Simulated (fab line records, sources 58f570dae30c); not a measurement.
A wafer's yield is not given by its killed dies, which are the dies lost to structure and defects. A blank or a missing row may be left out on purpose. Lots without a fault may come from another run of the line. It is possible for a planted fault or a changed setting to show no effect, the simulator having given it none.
fab line records    flow berkeley-cmos170
record: lots: 5  wafers: 27
route steps=331 shown WELLDRIVE@56 ACTIVE@75 GATE@141 M2@285 V2@298 M3@331
start-h: hours from the record's opening day to when the first of the lot's shown wafers began    wait-h: hours since the lot's step before    " unchanged from the row above    L1.1+2: a single row standing in for several wafers    - no value, or no start given    * or withheld: withheld    < > ~ a bound
route shown NAME@n: NAME is a module with steps in the file, n the number in the route of the first one    usual: mean and standard deviation over wafers with no fault    same: alike in all rows    chamber/n: place in a boat    sites: each site's reading    _std_site: the standard deviation of these    _edge_site: inner sites' mean taken away from outer sites' mean    radius-mm: how far each site lies from the wafer's centre    mask NAME#n: copy n    behind: the most recent tool/chamber to have shaped the wafer    hold: reason for holding the lot/hours on hold/outcome of the hold    device: names the non-switching transistor (n, p or np)    end of line: tests of these same wafers at the route's end    a step given without rows: its recipe and nothing more    killed: not the wafer's yield, but the dies lost to structure and defects at the first sort    map: per-die view of a wafer (x killed, . not killed, _ where there is no die)
set.NAME: the setting the step ran with; set.NAME@STEP: the setting that earlier step ran with    model.NAME: the simulator's own value behind a step, which no gauge read
lots whose settings were changed on purpose; a table a step, a row a wafer
== steps ==
step: UCB170_WELLDRIVE_OXIDATION_01
recipe: temp-c: 1100  ambient: O2  target-thk-a: 1990  ox-time-s: 9000
lot.wafer  tool        chamber  start-h  wait-h  set.ox-time-s  model.SiO2_of_WELLDRIVE_OXIDATION_01.thk-nm
L077.1     -           -        -        1.1     6675           162.9
L077.2     "           -        "        "       6675           165.4
L077.3+4   "           -        "        "       6675           164.1
L077.5     "           -        "        "       6675           167.5
L077.6     "           -        "        "       6675           163.8
L078.1     -           -        -        1.7     9000           208.6
L078.2     "           -        "        "       9000           207.6
L078.3     "           -        "        "       9000           208.5
L078.4     "           -        "        "       9000           205.7
L078.5     "           -        "        "       9000           205
L078.6     "           -        "        "       9000           205.9
L083.1     -           -        -        3.0     12870          256.4
L083.2     "           -        "        "       12870          257
L083.3     "           -        "        "       12870          253.8
L083.4     "           -        "        "       12870          254.3
L083.5     "           -        "        "       12870          256.2
L083.6     "           -        "        "       12870          256.7
L084.1     -           -        -        3.0     3954           120
L084.2     "           -        "        "       3954           118.2
L084.3     "           -        "        "       3954           120.9
L084.4     "           -        "        "       3954           119.6
L084.5     "           -        "        "       3954           120.8
L084.6     "           -        "        "       3954           120.1
L085.2     furnace-02  0        109.38   3.0     9000           200
L085.3     "           0        "        "       9000           199.8
L085.5     "           0        "        "       9000           202
step: UCB170_WELLDRIVE_THK_MEAS_02
recipe: reads: SiO2_of_WELLDRIVE_OXIDATION_01
usual: WELLDRIVE_OXIDE_THK: 200/4.3
lot.wafer  tool           chamber  start-h  wait-h  set.ox-time-s@WELLDRIVE_OXIDATION_01  WELLDRIVE_OXIDE_THK[nm]
L077.1     film-metro-04  -        -        -       6675                                  163
L077.2     "              -        "        "       6675                                  165
L077.3     "              -        "        "       6675                                  164
L077.4     "              -        "        "       6675                                  164
L077.5     "              -        "        "       6675                                  168
L077.6     "              -        "        "       6675                                  164
L078.1     film-metro-01  -        -        -       9000                                  209
L078.2     "              -        "        "       9000                                  208
L078.3     "              -        "        "       9000                                  208
L078.4     "              -        "        "       9000                                  206
L078.5     "              -        "        "       9000                                  205
L078.6     "              -        "        "       9000                                  206
L083.1     film-metro-01  -        -        -       12870                                 256
L083.2     "              -        "        "       12870                                 257
L083.3     "              -        "        "       12870                                 254
L083.4     "              -        "        "       12870                                 255
L083.5     "              -        "        "       12870                                 256
L083.6     "              -        "        "       12870                                 257
L084.1     film-metro-04  -        -        -       3954                                  120
L084.2     "              -        "        "       3954                                  118
L084.3     "              -        "        "       3954                                  121
L084.4     "              -        "        "       3954                                  120
L084.5     "              -        "        "       3954                                  121
L084.6     "              -        "        "       3954                                  120
L085.2     film-metro-02  -        112.89   0.0     9000                                  200
L085.3     "              -        "        "       9000                                  200
L085.5     "              -        "        "       9000                                  202
step: UCB170_ACTIVE_ETCH_15
recipe: chemistry: CH3F/Ar/O2  target: Si3N4  stop-on: SiO2  CH3F_flow_sccm: 20  Ar_flow_sccm: 50  O2_flow_sccm: 7  pressure-mtorr: 50  rf-w: 450  target-depth-a: 2420  over-etch-frac: 0.1  time-s: 151
usual: oes-product-au: 0.939/0.019
lot.wafer  tool         chamber  start-h  wait-h  set.target-depth-a  oes-product-au  model.KrF_of_ACTIVE_COAT_08.thk-nm  model.SiO2_of_ACTIVE_OXIDATION_02.thk-nm
L077.1     rie-diel-01  2        101.88   0.0     2420                0.917           724.3                               23.64
L077.2     "            1        "        "       2420                0.908           725.5                               22.98
L077.3     "            3        "        "       1532                1.022           784.6                               24.77
L077.4     "            0        "        "       1532                0.985           783.7                               24.7
L077.5     "            3        "        "       2420                0.959           724.5                               23.42
L077.6     "            2        "        "       1532                0.973           783.4                               24.55
L078.1     rie-diel-01  1        102.11   0.0     2420                0.925           724.7                               23.15
L078.2     "            0        "        "       2420                0.936           725.5                               23.1
L078.3     "            3        "        "       2420                0.961           727.7                               23.08
L078.4     "            2        "        "       2420                0.913           725.3                               23.47
L078.5     "            0        "        "       2420                0.948           725                                 23.36
L078.6     "            3        "        "       2420                0.962           727                                 23.71
L083.1     rie-diel-04  0        129.97   0.0     2420                0.976           731.5                               23.48
L083.2     "            1        "        "       2420                0.932           727.1                               22.87
L083.3     "            3        "        "       3389                0.794           658.8                               6.911
L083.4     "            2        "        "       2420                0.955           729.4                               23.63
L083.5     "            3        "        "       3389                0.805           661.6                               6.755
L083.6     "            2        "        "       3389                0.796           665.7                               7.217
L085.2     rie-diel-02  0        130.25   0.0     2420                0.941           724.3                               23.77
L085.3     "            1        "        "       2420                0.940           723.8                               22.84
L085.5     "            3        "        "       2420                0.966           720.8                               23.65
L084.1     rie-diel-01  1        130.76   0.0     2420                0.926           730.6                               23.79
L084.2     "            0        "        "       2420                0.950           729.1                               23.6
L084.3     "            2        "        "       2420                0.929           727.2                               23.64
L084.4     "            3        "        "       3760                0.758           643.7                               2.17
L084.5     "            2        "        "       3760                0.733           640.5                               1.284
L084.6     "            3        "        "       3760                0.762           642.2                               1.775
step: UCB170_ACTIVE_STRIP_16
recipe: chemistry: O2  power-w: 400  pressure-mtorr: 3500  platen-temp-c: withheld  o2-flow-sccm: 400  overash-fraction: 0.5
usual: strip-time-to-endpoint-s: 18.11/0.06
lot.wafer  tool             chamber  start-h  wait-h  set.target-depth-a@ACTIVE_ETCH_15  strip-time-to-endpoint-s
L077.1     plasma-asher-04  1        101.98   0.1     2420                               18.08
L077.2     "                0        "        "       2420                               18.12
L077.3     "                1        "        "       1532                               19.53
L077.4     "                0        "        "       1532                               19.50
L077.5     "                1        "        "       2420                               18.09
L077.6     "                0        "        "       1532                               19.49
L078.1     plasma-asher-01  0        102.21   0.1     2420                               18.09
L078.2     "                1        "        "       2420                               18.13
L078.3     "                1        "        "       2420                               18.16
L078.4     "                0        "        "       2420                               18.11
L078.5     "                0        "        "       2420                               18.11
L078.6     "                1        "        "       2420                               18.16
L083.1     plasma-asher-03  0        130.07   0.1     2420                               18.24
L083.2     "                1        "        "       2420                               18.15
L083.3     "                1        "        "       3389                               16.51
L083.4     "                0        "        "       2420                               18.20
L083.5     "                0        "        "       3389                               16.58
L083.6     "                1        "        "       3389                               16.66
L085.2     plasma-asher-03  1        130.35   0.1     2420                               18.07
L085.3     "                1        "        "       2420                               18.06
L085.5     "                1        "        "       2420                               18.00
L084.1     plasma-asher-01  1        130.86   0.1     2420                               18.24
L084.2     "                0        "        "       2420                               18.20
L084.3     "                0        "        "       2420                               18.14
L084.4     "                1        "        "       3760                               16.14
L084.5     "                1        "        "       3760                               16.09
L084.6     "                0        "        "       3760                               16.12
step: UCB170_GATE_ETCH_15
recipe: chemistry: HBr/Cl2  target: poly-Si  stop-on: SiO2  over-etch-frac: 0.3  icp-w: 300  bias-w: 150  time-s: 56.3  pressure-mtorr: 15  HBr_flow_sccm: 150  Cl2_flow_sccm: 50  target-depth-a: 2782
usual: oes-product-au: 0.843/0.014
lot.wafer  tool       chamber  start-h  wait-h  set.target-depth-a  oes-product-au  model.etch.depth-nm  model.GATE.feature-depth-nm  model.KrF_of_GATE_COAT_07.thk-nm
L078.1     rie-si-02  1        142.58   -       2782                0.850           215.1                215.1                        777.1
L078.2     "          0        "        "       4150                0.656           215.2                217.5                        719
L078.3     "          2        "        "       4150                0.651           215.7                218                          722.8
L078.4     "          3        "        "       2782                0.859           217.7                217.7                        776.7
L078.5     "          1        "        "       4150                0.652           215                  217.2                        722.2
L078.6     "          2        "        "       2782                0.837           216.2                216.2                        776.7
L077.1     rie-si-02  1        142.82   -       2782                0.845           215.2                215.2                        776.4
L077.2     "          2        "        "       2782                0.834           216.6                216.6                        779.4
L077.3     "          3        "        "       2782                0.859           219.9                219.9                        776.2
L077.4     "          0        "        "       2782                0.838           216.8                216.8                        774.9
L077.5     "          2        "        "       2782                0.847           218.4                218.4                        773.9
L077.6     "          3        "        "       2782                0.867           217.7                217.7                        776.5
L084.1     rie-si-02  1        170.16   -       1765                0.993           173.3                173.3                        819.4
L084.2     "          2        "        "       1765                0.997           174.8                174.8                        819.4
L084.3     "          3        "        "       2782                0.854           214.8                214.8                        779.5
L084.4     "          0        "        "       2782                0.839           214.1                214.1                        778.9
L084.5     "          3        "        "       2782                0.855           214.4                214.4                        783.4
L084.6     "          2        "        "       1765                0.998           174.3                174.3                        819.7
L085.2     rie-si-02  2        170.44   -       2782                0.827           212.5                212.5                        778.6
L085.3     "          1        "        "       2782                0.844           214.1                214.1                        775.6
L085.5     "          3        "        "       2782                0.841           213.1                213.1                        774.4
L083.1     rie-si-02  3        171.40   -       2144                1.010           211.7                211.7                        799.4
L083.2     "          2        "        "       2782                0.849           219.2                219.2                        773.2
L083.3     "          0        "        "       2782                0.848           220.1                220.1                        776.5
L083.4     "          1        "        "       2144                0.987           210.2                210.2                        801.8
L083.5     "          3        "        "       2144                1.004           211.8                211.8                        801.5
L083.6     "          2        "        "       2782                0.846           219.8                219.8                        775.7
step: UCB170_M2_DEVELOP_14
recipe: developer: TMAH  develop-time-s: 45  resist: KrF  dev-temp-c: 21
lot.wafer   tool            chamber  start-h  wait-h  set.develop-time-s
L077.1+3+4  litho-track-02  0        -        -       45
L077.2+5+6  "               0        "        "       21.65
L078.1+2+5  litho-track-03  0        -        -       45
L078.3+4+6  "               0        "        "       58.28
L084.1+3+4  litho-track-04  0        -        -       60.01
L084.2+5+6  "               0        "        "       45
L083.1+2+6  litho-track-04  0        -        -       45
L083.3+4+5  "               0        "        "       33.04
L085.2+3+5  litho-track-04  0        -        -       45
step: UCB170_M2_CD_MEAS_15
recipe: target-cd-nm: 700
usual: cd-nm: 700.2/1.5
lot.wafer  tool       chamber  start-h  wait-h  set.develop-time-s@M2_DEVELOP_14  cd-nm
L077.1     cd-sem-01  -        175.81   -       45                                699.9
L077.2     "          -        "        "       21.65                             706.7
L077.3     "          -        "        "       45                                700.9
L077.4     "          -        "        "       45                                700.2
L077.5     "          -        "        "       21.65                             705.2
L077.6     "          -        "        "       21.65                             706.1
L078.1     cd-sem-01  -        176.05   -       45                                699.7
L078.2     "          -        "        "       45                                699.2
L078.3     "          -        "        "       58.28                             698.4
L078.4     "          -        "        "       58.28                             696.1
L078.5     "          -        "        "       45                                699.3
L078.6     "          -        "        "       58.28                             697.6
L084.1     cd-sem-01  -        204.08   -       60.01                             697.3
L084.2     "          -        "        "       45                                700.1
L084.3     "          -        "        "       60.01                             697.6
L084.4     "          -        "        "       60.01                             698.7
L084.5     "          -        "        "       45                                700.4
L084.6     "          -        "        "       45                                701.5
L083.1     cd-sem-01  -        204.35   -       45                                696.4
L083.2     "          -        "        "       45                                698.0
L083.3     "          -        "        "       33.04                             698.9
L083.4     "          -        "        "       33.04                             699.8
L083.5     "          -        "        "       33.04                             699.4
L083.6     "          -        "        "       45                                698.2
L085.2     cd-sem-01  -        204.65   -       45                                701.3
L085.3     "          -        "        "       45                                699.9
L085.5     "          -        "        "       45                                700.1
step: UCB170_M2_ETCH_17
recipe: chemistry: N2/H2  target-depth-a: withheld  overetch-a: withheld  target: BARC  time-s: withheld  source-w: 500  bias-w: 100  pressure-mtorr: 30  n2-flow-sccm: 100  h2-flow-sccm: 200
lot.wafer  tool         chamber  start-h  wait-h  set.develop-time-s@M2_DEVELOP_14  model.M2.cd-nm
L077.1     rie-diel-01  0        175.96   0.0     *                                 700.2
L077.2     "            3        "        "       *                                 707.6
L077.3     "            2        "        "       *                                 701
L077.4     "            1        "        "       *                                 700.5
L077.5     "            2        "        "       *                                 705.7
L077.6     "            1        "        "       *                                 707.1
L078.1     rie-diel-03  2        176.21   0.0     *                                 699.7
L078.2     "            0        "        "       *                                 699.4
L078.3     "            3        "        "       *                                 698
L078.4     "            1        "        "       *                                 696.3
L078.5     "            2        "        "       *                                 699.3
L078.6     "            3        "        "       *                                 697.6
L084.1     rie-diel-03  3        204.23   0.0     *                                 697.7
L084.2     "            1        "        "       *                                 699.7
L084.3     "            2        "        "       *                                 697.8
L084.4     "            0        "        "       *                                 699.4
L084.5     "            0        "        "       *                                 700.3
L084.6     "            1        "        "       *                                 700.6
L083.1     rie-diel-04  1        204.51   0.0     *                                 696.3
L083.2     "            3        "        "       *                                 698.1
L083.3     "            0        "        "       *                                 698.3
L083.4     "            2        "        "       *                                 698.5
L083.5     "            2        "        "       *                                 698.7
L083.6     "            1        "        "       *                                 697.7
L085.2     rie-diel-03  0        204.78   0.0     *                                 701.5
L085.3     "            2        "        "       *                                 699.9
L085.5     "            2        "        "       *                                 700
step: UCB170_V2_HMDS_06
recipe: prime-time-s: 60  prime-temp-c: 100
lot.wafer         tool            chamber  start-h  wait-h  set.prime-time-s
L077.1+4+5        litho-track-02  0        177.47   0.2     71.24
L077.2+3+6        "               0        "        "       60
L078.1+2+3+4+5+6  litho-track-04  0        177.56   0.0     60
L084.1+4+5        litho-track-01  0        205.70   0.0     37.53
L084.2+3+6        "               0        "        "       60
L083.1+3+4        litho-track-04  0        205.88   0.0     71.61
L083.2+5+6        "               0        "        "       60
L085.2+3+5        litho-track-01  0        206.18   0.1     60
step: UCB170_V2_COAT_07
recipe: resist: KrF  spin-rpm: 1500  resist-thk-nm: 900
step: UCB170_V2_SOFTBAKE_08
recipe: resist: KrF  temp-c: 130  time-s: 60
step: UCB170_M3_PROBE_99
lot.wafer   tool       chamber  start-h  wait-h  set.ox-time-s@WELLDRIVE_OXIDATION_01  model.etest.nwell-pinched.rs-ohm-sq  model.etest.nwell.width-nm  model.etest.nwell.rs-ohm-sq
L078.1      prober-01  -        183.02   0.1     9000                                  1292                                 2371                        855
L078.2      prober-01  -        183.07   0.1     9000                                  1284                                 2380                        860.8
L078.3      prober-01  -        183.12   0.2     9000                                  1278                                 2392                        861
L078.4      prober-01  -        183.17   0.2     9000                                  1287                                 2377                        857
L078.5      prober-01  -        183.22   0.2     9000                                  1299                                 2375                        864.2
L078.6      prober-01  -        183.27   0.2     9000                                  1284                                 2370                        860.4
L077.1      prober-02  -        183.12   0.1     6675                                  1373                                 2414                        891.4
L077.2      prober-02  -        183.17   0.1     6675                                  1375                                 2412                        888.2
L077.3+4+6  prober-02  -        183.22   0.2     6675                                  -                                    -                           -
L077.5      prober-02  -        183.32   0.2     6675                                  1368                                 2422                        881.9
L084.1+2+6  prober-01  -        211.20   0.1     3954                                  -                                    -                           -
L084.3      prober-01  -        211.30   0.2     3954                                  1545                                 2487                        919
L084.4      prober-01  -        211.35   0.2     3954                                  1539                                 2504                        914.9
L084.5      prober-01  -        211.40   0.2     3954                                  1537                                 2509                        920.7
L083.1+4+5  prober-02  -        211.31   0.1     12870                                 -                                    -                           -
L083.2      prober-02  -        211.36   0.1     12870                                 1195                                 2290                        839
L083.3      prober-02  -        211.41   0.2     12870                                 1203                                 2271                        849.9
L083.6      prober-02  -        211.56   0.2     12870                                 1201                                 2279                        840.5
L085.2      prober-01  -        211.55   0.2     9000                                  1291                                 2378                        863.2
L085.3      prober-01  -        211.60   0.2     9000                                  1293                                 2364                        867.6
L085.5      prober-01  -        211.70   0.2     9000                                  1286                                 2368                        860.2
killed by level:class
L085.2 SILICIDE:geometric-particle:open=1
L085.3 M3:geometric-particle:open=1
L085.5 START:geometric-particle:open=1 FIELD:geometric-particle:short=1 FIELD:geometric-particle:open=1 V2:geometric-particle:short=1 NLDD:coat-microbubble-printed=1
== key ==
split: step: UCB170_WELLDRIVE_OXIDATION_01  setting: ox-time-s  stated: 9000  by: lot
response: step: UCB170_WELLDRIVE_OXIDATION_01  reading: model.SiO2_of_WELLDRIVE_OXIDATION_01.thk-nm  change: +1.38  per: 1%  r: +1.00
response: step: UCB170_WELLDRIVE_THK_MEAS_02  reading: WELLDRIVE_OXIDE_THK  change: +1.38  per: 1%  r: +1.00
response: step: UCB170_M3_PROBE_99  reading: model.etest.nwell-pinched.rs-ohm-sq  change: -3.42  per: 1%  r: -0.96
response: step: UCB170_M3_PROBE_99  reading: model.etest.nwell.width-nm  change: -2.16  per: 1%  r: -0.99
response: step: UCB170_M3_PROBE_99  reading: model.etest.nwell.rs-ohm-sq  change: -0.781  per: 1%  r: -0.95
split: step: UCB170_ACTIVE_ETCH_15  setting: target-depth-a  stated: 2420  by: wafer
response: step: UCB170_ACTIVE_ETCH_15  reading: oes-product-au  change: -0.00313  per: 1%  r: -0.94
response: step: UCB170_ACTIVE_ETCH_15  reading: model.KrF_of_ACTIVE_COAT_08.thk-nm  change: -1.61  per: 1%  r: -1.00
response: step: UCB170_ACTIVE_ETCH_15  reading: model.SiO2_of_ACTIVE_OXIDATION_02.thk-nm  shape: bent  at-lowest: 24.67  at-stated: 23.4  at-highest: 1.743
response: step: UCB170_ACTIVE_STRIP_16  reading: strip-time-to-endpoint-s  change: *  per: 1%  r: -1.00
split: step: UCB170_GATE_ETCH_15  setting: target-depth-a  stated: 2782  by: wafer
response: step: UCB170_GATE_ETCH_15  reading: oes-product-au  change: -0.00432  per: 1%  r: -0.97
response: step: UCB170_GATE_ETCH_15  reading: model.etch.depth-nm  shape: bent  at-lowest: 174.2  at-stated: 216.4  at-highest: 215.3
response: step: UCB170_GATE_ETCH_15  reading: model.GATE.feature-depth-nm  shape: bent  at-lowest: 174.2  at-stated: 216.4  at-highest: 217.6
response: step: UCB170_GATE_ETCH_15  reading: model.KrF_of_GATE_COAT_07.thk-nm  change: -1.11  per: 1%  r: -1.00
split: step: UCB170_M2_DEVELOP_14  setting: develop-time-s  stated: 45  by: wafer
response: step: UCB170_M2_CD_MEAS_15  reading: cd-nm  change: -0.0925  per: 1%  r: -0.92
response: step: UCB170_M2_ETCH_17  reading: model.M2.cd-nm  change: -0.0894  per: 1%  r: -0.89
split: step: UCB170_V2_HMDS_06  setting: prime-time-s  stated: 60  by: wafer
response none clear
